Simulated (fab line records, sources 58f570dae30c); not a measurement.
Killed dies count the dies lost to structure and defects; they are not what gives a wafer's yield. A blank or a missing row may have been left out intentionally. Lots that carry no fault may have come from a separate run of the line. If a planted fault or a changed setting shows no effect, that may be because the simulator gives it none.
Which of the tools did it?    flow berkeley_cmos170    Sampling: 14 lots, 42 wafers, 5 of 331 route steps

== WHAT THE GAUGES READ, wafer by wafer ==
UCB170_PSD_TW_MEAS_10.
lot   measured      on             PSD_TW
L625  day 7 20:25   film_metro-03  2321 2310 2306
L626  day 7 20:33   film_metro-02  2313 2313 2318
L628  day 8 10:43   film_metro-03  2292 2295 2301
L632  day 9 00:03   film_metro-02  2291 2298 2290
L630  day 9 00:20   film_metro-03  2291 2296 2291
L631  day 9 00:34   film_metro-01  2349 2340 2340
L634  day 9 10:17   film_metro-02  2288 2297 2290
L633  day 9 10:35   film_metro-01  2339 2345 2337
L635  day 9 20:23   film_metro-02  2283 2286 2288
L636  day 9 20:26   film_metro-03  2305 2278 2285
L637  day 9 20:41   film_metro-03  2273 2288 2294
L638  day 10 12:34  film_metro-03  2281 2284 2288
L639  day 10 17:18  film_metro-01  2328 2330 2331
L643  day 10 18:02  film_metro-03  2294 2291 2284

UCB170_CONTACT_THK_MEAS_02.
lot   measured      on             CONTACT_PSG_THK (nm)
L625  day 8 01:49   film_metro-04  688 689 687
L626  day 8 03:37   film_metro-02  691 692 695
L628  day 8 19:36   film_metro-01  692 695 698
L632  day 9 07:37   film_metro-02  696 689 688
L630  day 9 07:37   film_metro-01  701 705 706
L631  day 9 07:37   film_metro-04  694 697 694
L634  day 9 17:43   film_metro-04  699 693 697
L633  day 9 18:09   film_metro-04  701 699 700
L635  day 10 03:42  film_metro-01  701 706 706
L636  day 10 03:01  film_metro-01  704 703 705
L637  day 10 04:48  film_metro-04  702 705 702
L638  day 10 18:19  film_metro-04  700 702 700
L639  day 10 23:15  film_metro-02  1161 1156 1161
L643  day 11 01:02  film_metro-01  1147 1146 1149

== WHICH TOOL RAN EACH LOT (tool, then ch and the chambers of the sampled wafers, then the start) ==
lot   UCB170_PSD_STRIP_09                   UCB170_BACKSIDE_STRIP_03              UCB170_CONTACT_CVD_01
L625  plasma_asher-01 ch 0,1, day 7 20:19   plasma_asher-01 ch 0,1, day 7 22:36   lpcvd-02 ch 0, day 8 00:02
L626  plasma_asher-04 ch 0,1, day 7 20:27   plasma_asher-02 ch 0,1, day 7 23:08   lpcvd-02 ch 1, day 8 01:49
L628  plasma_asher-02 ch 0,1, day 8 10:37   plasma_asher-03 ch 0,1, day 8 16:19   lpcvd-01 ch 0, day 8 17:49
L632  plasma_asher-02 ch 0,1, day 8 23:57   plasma_asher-01 ch 0,1, day 9 02:49   lpcvd-02 ch 0, day 9 05:50
L630  plasma_asher-04 ch 0,1, day 9 00:14   plasma_asher-03 ch 0,1, day 9 03:16   lpcvd-02 ch 0, day 9 05:50
L631  plasma_asher-01 ch 0,1, day 9 00:27   plasma_asher-03 ch 0,1, day 9 03:43   lpcvd-02 ch 1, day 9 05:50
L634  plasma_asher-01 ch 0,1, day 9 10:11   plasma_asher-03 ch 0,1, day 9 14:29   lpcvd-02 ch 0, day 9 15:56
L633  plasma_asher-01 ch 0,1, day 9 10:30   plasma_asher-03 ch 0,1, day 9 14:56   lpcvd-01 ch 1, day 9 16:21
L635  plasma_asher-01 ch 0,1, day 9 20:17   plasma_asher-03 ch 0,1, day 10 00:01  lpcvd-02 ch 1, day 10 01:53
L636  plasma_asher-02 ch 0,1, day 9 20:20   plasma_asher-01 ch 0,1, day 9 23:43   lpcvd-01 ch 0, day 10 01:14
L637  plasma_asher-04 ch 0,1, day 9 20:35   plasma_asher-03 ch 0,1, day 10 00:10  lpcvd-01 ch 1, day 10 03:01
L638  plasma_asher-01 ch 0,1, day 10 12:28  plasma_asher-02 ch 0,1, day 10 15:06  lpcvd-01 ch 1, day 10 16:29
L639  plasma_asher-04 ch 0,1, day 10 17:12  plasma_asher-01 ch 0,1, day 10 19:41  lpcvd-02 ch 1, day 10 21:28
L643  plasma_asher-04 ch 0,1, day 10 17:55  plasma_asher-03 ch 0, day 10 20:56    lpcvd-02 ch 1, day 10 23:15
- UCB170_PSD_STRIP_09: strips in O2.
- UCB170_BACKSIDE_STRIP_03: strips in O2.
- UCB170_CONTACT_CVD_01: deposits PSG from SiH4/O2/PH3, target thk 700 nm, time 2820 s.

== AS READ BY THE TOOLS THEMSELVES (means over the sampled wafers that have a number; for cases with no such wafer, the mark the record gives instead) ==
UCB170_PSD_STRIP_09.
lot   tool             drypump_motor_current_A (A)  oes_product_au (a.u.)  strip_time_to_endpoint_s (s)
L625  plasma_asher-01  5.4                          0.600                  29.44
L626  plasma_asher-04  5.7                          0.595                  29.37
L628  plasma_asher-02  5.8                          0.595                  29.39
L632  plasma_asher-02  5.8                          0.598                  29.39
L630  plasma_asher-04  5.8                          0.599                  29.41
L631  plasma_asher-01  5.4                          0.604                  29.50
L634  plasma_asher-01  5.7                          0.592                  29.36
L633  plasma_asher-01  5.8                          0.600                  29.43
L635  plasma_asher-01  5.8                          0.600                  29.40
L636  plasma_asher-02  6.1                          0.599                  29.40
L637  plasma_asher-04  5.8                          0.603                  29.32
L638  plasma_asher-01  5.3                          0.600                  29.31
L639  plasma_asher-04  5.7                          0.597                  29.47
L643  plasma_asher-04  5.8                          0.602                  29.27

UCB170_BACKSIDE_STRIP_03.
lot   tool             drypump_motor_current_A (A)  oes_product_au (a.u.)  strip_time_to_endpoint_s (s)
L625  plasma_asher-01  5.4                          0.733                  21.98
L626  plasma_asher-02  5.8                          0.735                  21.92
L628  plasma_asher-03  5.3                          0.736                  22.02
L632  plasma_asher-01  5.4                          0.732                  21.81
L630  plasma_asher-03  5.3                          0.735                  21.90
L631  plasma_asher-03  5.5                          0.740                  21.93
L634  plasma_asher-03  5.5                          0.736                  21.93
L633  plasma_asher-03  5.5                          0.735                  21.95
L635  plasma_asher-03  5.3                          0.732                  21.98
L636  plasma_asher-01  5.7                          0.732                  21.83
L637  plasma_asher-03  5.5                          0.734                  21.91
L638  plasma_asher-02  5.8                          0.738                  22.00
L639  plasma_asher-01  5.4                          0.733                  21.93
L643  plasma_asher-03  5.8                          0.734                  22.03

UCB170_CONTACT_CVD_01.
lot   tool      pressure_mtorr (mTorr)  sih4_flow_sccm (sccm)  spike_tc_centre_C (C)
L625  lpcvd-02  300.4                   59.92                  450.9
L626  lpcvd-02  299.5                   60.10                  452.3
L628  lpcvd-01  299.7                   60.13                  451.6
L632  lpcvd-02  299.9                   60.04                  450.9
L630  lpcvd-02  300.0                   59.98                  451.5
L631  lpcvd-02  301.0                   60.12                  453.0
L634  lpcvd-02  301.1                   59.93                  450.4
L633  lpcvd-01  298.8                   60.05                  452.2
L635  lpcvd-02  299.8                   60.15                  453.1
L636  lpcvd-01  299.8                   60.11                  452.7
L637  lpcvd-01  299.8                   59.99                  452.6
L638  lpcvd-01  300.0                   60.26                  452.6
L639  lpcvd-02  300.4                   59.97                  453.1
L643  lpcvd-02  300.1                   59.69                  451.5

== THE ANSWER, worked out from the rows above alone ==
Rule: usual is defined by the lots themselves. The widest of any qualifying gaps counts: lots, ordered by their means at a reading, are off when they make up no more than a third of the lots, leave a main group of 4 or more, and stand apart from it by 3 or more times the standard deviation of that group's means. A main group whose means are all the same, to the digits that the tables above print for the reading, isn't used. A lot without any number at a reading at which 4 lots or more have one is off too. All remaining lots with rows at the step are treated as sound. Order of review: gauges by route order, followed by the tools' own readings, for which a lot's mean as printed above is used. The first step at which some lot is off is used, and at that step the reading that is off furthest; a lot without a number counts as furthest.
Off: at UCB170_CONTACT_THK_MEAS_02 (CONTACT_PSG_THK), L639, L643. For the main group the mean is 698 nm and the standard deviation 5.4.
If a tool, at a process step before that reading, ran all the lots that are off and no sound lot after the first of them, it fits. Those tools and the gauges at UCB170_CONTACT_THK_MEAS_02 are tried in the same way. Undecided on this evidence; 2 tools fit (plasma_asher-04 at UCB170_PSD_STRIP_09, lpcvd-02 at UCB170_CONTACT_CVD_01).

== WHAT THE SIMULATOR PUT IN ==
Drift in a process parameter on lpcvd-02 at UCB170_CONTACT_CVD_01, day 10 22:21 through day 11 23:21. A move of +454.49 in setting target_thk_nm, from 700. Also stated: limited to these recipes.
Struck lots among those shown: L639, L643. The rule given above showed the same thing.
